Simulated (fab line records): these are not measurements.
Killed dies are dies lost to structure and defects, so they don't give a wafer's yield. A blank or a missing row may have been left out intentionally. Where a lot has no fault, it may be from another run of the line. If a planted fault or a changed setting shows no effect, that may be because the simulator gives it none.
fab line records    flow berkeley_cmos170
record lots=14  wafers=42  last_day=13
route steps=331 shown M2@289
lots that met no fault: from a run of the same line without faults
start_h: start of the lot's first displayed wafer, in hours after the record's first day    wait_h: hours from the lot's prior step to this one    " repeats the value in the row above    L1.1+2: one row covering several wafers at once    - no value, or no start given    * or withheld: withheld    < > ~ a bound
route shown NAME@n: names a module that has steps shown in the file, with the first one's number in the route    usual: average and standard deviation across the fault-free wafers    same: alike in all rows    chamber/n: place in a boat    sites: per-site readings    _std_site: the standard deviation of these    _edge_site: mean of outer sites minus mean of inner sites    radius_mm: how far each site lies from the wafer's centre    mask NAME#n: copy n    behind: tool/chamber where the wafer was last shaped    hold: cause of the lot's hold/its duration in hours/its outcome    device: names the non-switching transistor (n, p or np)    end of line: the same wafers' tests at the end of the route    a step without rows: its recipe alone    killed: dies lost to structure and defects at the first sort, not the wafer's yield    map: a wafer's dies, x killed, . not, _ none there
set.NAME: setting as actually run; set.NAME@STEP: the setting as run at that earlier step    model.NAME: the simulator's own value behind a step, which no gauge read
a sample of lots followed through the steps of the route, with each step as a table and each wafer as a row
services: the hour from which a tool's chamber was out of use, counted from the record's first day as start_h (under 0 if before that day), plus the number of hours and why
## steps
# step UCB170_M2_METAL_ETCH_18
# recipe chemistry=Cl2/BCl3  target=Al  stop_on=SiO2  pressure_mtorr=12  target_depth_a=11700  over_etch_frac=0.3  time_s=195  icp_w=600  bias_w=120  Cl2_flow_sccm=90  bcl3_flow_sccm=45
# usual bias_w=120.0/0.32  drypump_motor_current_A=5.7/0.43  oes_product_au=0.862/0.013  throttle_valve_pct=24.40/0.28
lot.wafer  tool          chamber  start_h  wait_h  bias_w  drypump_motor_current_A  oes_product_au  rf_hours_counter_h  throttle_valve_pct
L184.3     rie_metal-02  0        173.87   -       119.7   5.1                      0.836           -                   24.74
L184.5     "             0        "        "       119.9   5.1                      0.839           -                   24.76
L184.6     "             1        "        "       120.3   5.6                      0.849           -                   23.95
L183.3     rie_metal-01  1        186.02   -       120.1   5.6                      0.871           -                   24.66
L183.4     "             0        "        "       119.9   6.4                      0.850           -                   24.46
L183.6     "             0        "        "       120.1   6.4                      0.858           -                   24.46
L186.1     rie_metal-03  0        188.39   -       120.1   6.1                      0.861           10                  24.17
L186.3     "             1        "        "       120.5   5.8                      0.879           -                   24.38
L186.5     "             1        "        "       119.9   5.8                      0.883           -                   24.37
L187.2     rie_metal-01  0        211.38   -       119.8   6.4                      0.852           1                   24.45
L187.3     "             0        "        "       120.3   6.4                      0.841           -                   24.47
L187.4     "             1        "        "       119.7   5.6                      0.858           -                   24.65
L190.1     rie_metal-01  1        224.61   -       119.7   5.6                      0.875           11                  24.64
L190.4     "             0        "        "       119.8   6.4                      0.852           -                   24.45
L190.6     "             0        "        "       119.7   6.4                      0.863           -                   24.47
L189.1     rie_metal-03  1        226.03   -       120.0   5.8                      0.880           9                   24.37
L189.2     "             0        "        "       120.3   6.2                      0.872           11                  24.14
L189.5     "             1        "        "       120.2   5.8                      0.885           -                   24.37
L188.1     rie_metal-02  0        229.12   -       119.9   5.1                      0.851           8                   24.73
L188.2     "             1        "        "       119.8   5.6                      0.859           5                   23.95
L188.4     "             0        "        "       120.2   5.1                      0.842           -                   24.73
L197.1     rie_metal-01  0        265.43   -       119.9   6.4                      0.861           2                   24.46
L197.2     "             1        "        "       119.7   5.6                      0.869           12                  24.66
L197.6     "             0        "        "       119.9   6.4                      0.861           -                   24.45
L199.2     rie_metal-02  1        275.67   -       120.4   5.6                      0.869           6                   23.92
L199.3     "             0        "        "       120.1   5.1                      0.852           -                   24.72
L199.4     "             1        "        "       119.8   5.6                      0.860           -                   23.95
L198.2     rie_metal-01  0        275.99   -       120.4   6.4                      0.870           2                   24.45
L198.4     "             0        "        "       119.8   6.4                      0.866           -                   24.47
L198.6     "             1        "        "       120.5   5.6                      0.871           -                   24.66
L202.1     rie_metal-03  0        287.67   -       120.2   6.2                      0.859           12                  24.16
L202.3     "             0        "        "       120.4   6.2                      0.862           -                   24.16
L202.5     "             1        "        "       119.6   5.8                      0.869           -                   24.38
L201.1     rie_metal-03  0        291.39   -       120.0   6.2                      0.860           13                  24.16
L201.2     "             1        "        "       120.5   5.8                      0.873           11                  24.37
L201.6     "             0        "        "       119.8   6.2                      0.853           -                   24.16
L205.1     rie_metal-02  1        295.91   -       120.3   5.6                      0.859           7                   23.94
L205.3     "             1        "        "       120.2   5.6                      0.860           -                   23.93
L205.5     "             1        "        "       119.6   5.6                      0.852           -                   23.95
L206.1     rie_metal-02  1        310.41   -       120.0   5.6                      0.864           7                   23.95
L206.4     "             0        "        "       119.8   5.1                      0.846           -                   24.71
L206.5     "             1        "        "       119.7   5.6                      0.868           -                   23.94
# step UCB170_M2_STRIP_19
# recipe chemistry=O2  power_w=400  pressure_mtorr=3500  platen_temp_c=withheld  o2_flow_sccm=400  overash_fraction=0.5
# usual drypump_motor_current_A=5.5/0.55  oes_product_au=0.549/0.017
lot.wafer  tool             chamber  start_h  wait_h  drypump_motor_current_A  oes_product_au  rf_hours_counter_h
L184.3     plasma_asher-03  0        174.03   0.1     6.0                      0.541           -
L184.5     "                0        "        "       6.0                      0.558           -
L184.6     "                1        "        "       4.8                      0.544           -
L183.3     plasma_asher-03  1        186.18   0.1     4.8                      0.524           -
L183.4     "                0        "        "       6.0                      0.555           -
L183.6     "                0        "        "       6.0                      0.540           -
L186.1     plasma_asher-01  0        188.58   0.1     5.1                      0.540           39
L186.3     "                0        "        "       5.1                      0.589           -
L186.5     "                1        "        "       6.2                      0.581           -
L187.2     plasma_asher-03  1        211.57   0.1     4.8                      0.552           47
L187.3     "                1        "        "       4.8                      0.553           -
L187.4     "                0        "        "       6.0                      0.518           -
L190.1     plasma_asher-04  0        224.80   0.1     6.0                      0.533           11
L190.4     "                1        "        "       5.3                      0.554           -
L190.6     "                0        "        "       6.0                      0.556           -
L189.1     plasma_asher-03  0        226.22   0.1     6.0                      0.591           48
L189.2     "                1        "        "       4.8                      0.553           48
L189.5     "                1        "        "       4.8                      0.587           -
L188.1     plasma_asher-03  0        229.31   0.1     6.1                      0.561           48
L188.2     "                1        "        "       4.9                      0.547           48
L188.4     "                0        "        "       6.0                      0.562           -
L197.1     plasma_asher-04  0        265.62   0.1     6.0                      0.306           15
L197.2     "                1        "        "       5.3                      0.308           15
L197.6     "                0        "        "       6.0                      0.308           -
L199.2     plasma_asher-03  1        275.85   0.1     4.8                      0.546           54
L199.3     "                0        "        "       6.0                      0.553           -
L199.4     "                1        "        "       4.8                      0.544           -
L198.2     plasma_asher-04  0        276.18   0.1     6.0                      0.308           17
L198.4     "                1        "        "       5.3                      0.313           -
L198.6     "                0        "        "       6.0                      0.308           -
L202.1     plasma_asher-04  0        287.86   0.1     6.0                      0.548           18
L202.3     "                1        "        "       5.3                      0.544           -
L202.5     "                0        "        "       6.0                      0.570           -
L201.1     plasma_asher-03  0        291.58   0.1     6.0                      0.550           55
L201.2     "                1        "        "       4.8                      0.585           55
L201.6     "                0        "        "       6.0                      0.544           -
L205.1     plasma_asher-03  0        296.10   0.1     6.0                      0.538           56
L205.3     "                0        "        "       6.0                      0.543           -
L205.5     "                0        "        "       6.0                      0.553           -
L206.1     plasma_asher-01  0        310.60   0.1     5.1                      0.551           52
L206.4     "                0        "        "       5.1                      0.553           -
L206.5     "                0        "        "       5.1                      0.541           -
# step UCB170_M2_CD_MEAS_90
# recipe target_cd_nm=700
# usual cd_nm=699.5/2.8
lot.wafer  tool       chamber  start_h  wait_h  cd_nm
L184.3     cd_sem-01  -        174.14   0.1     700.8
L184.5     "          -        "        "       697.3
L184.6     "          -        "        "       696.2
L183.3     cd_sem-02  -        186.28   0.1     697.9
L183.4     "          -        "        "       702.9
L183.6     "          -        "        "       701.4
L186.1     cd_sem-01  -        188.68   0.1     694.0
L186.3     "          -        "        "       697.4
L186.5     "          -        "        "       696.2
L187.2     cd_sem-02  -        211.69   0.1     695.2
L187.3     "          -        "        "       699.2
L187.4     "          -        "        "       695.9
L190.1     cd_sem-02  -        224.90   0.1     700.1
L190.4     "          -        "        "       699.8
L190.6     "          -        "        "       700.4
L189.1     cd_sem-02  -        226.32   0.1     692.1
L189.2     "          -        "        "       697.8
L189.5     "          -        "        "       694.1
L188.1     cd_sem-02  -        229.41   0.1     701.1
L188.2     "          -        "        "       701.2
L188.4     "          -        "        "       702.2
L197.1     cd_sem-01  -        265.72   0.1     683.1
L197.2     "          -        "        "       682.7
L197.6     "          -        "        "       684.9
L199.2     cd_sem-01  -        275.97   0.1     701.1
L199.3     "          -        "        "       698.8
L199.4     "          -        "        "       704.3
L198.2     cd_sem-02  -        276.30   0.1     684.8
L198.4     "          -        "        "       682.7
L198.6     "          -        "        "       683.3
L202.1     cd_sem-02  -        287.96   0.1     697.6
L202.3     "          -        "        "       697.2
L202.5     "          -        "        "       700.8
L201.1     cd_sem-02  -        291.68   0.1     695.3
L201.2     "          -        "        "       701.3
L201.6     "          -        "        "       699.0
L205.1     cd_sem-02  -        296.20   0.1     703.7
L205.3     "          -        "        "       701.1
L205.5     "          -        "        "       700.9
L206.1     cd_sem-01  -        310.70   0.1     701.0
L206.4     "          -        "        "       701.9
L206.5     "          -        "        "       704.0
## services
tool             chamber  start_h  hours  kind
rie_metal-01     -        154.20   1.4    pm
rie_metal-01     0        161.20   -      clean
rie_metal-01     0        161.20   14.1   scheduled_down
rie_metal-01     0        161.20   14.1   vent_cycle
plasma_asher-03  -        209.78   1.6    repair
rie_metal-03     0        230.88   3.7    repair
rie_metal-02     -        266.59   2.8    pm
rie_metal-03     -        274.08   1.8    repair
## key
first_sign step=UCB170_M2_STRIP_19  reading=oes_product_au  direction=down  sigmas=14  usual=0.549  struck=0.309
effect step=UCB170_M2_CD_MEAS_90  reading=cd_nm  direction=down  sigmas=5.8  usual=699.5  struck=683.6
met_at UCB170_M2_METAL_ETCH_18
struck_lots L197,L198
onset_between 224.61 265.43
fault kind=process_parameter_drift  tool=rie_metal-01  chamber=-  onset_h=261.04  steps=UCB170_M2_METAL_ETCH_18  channel=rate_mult  offset=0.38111  shape=step
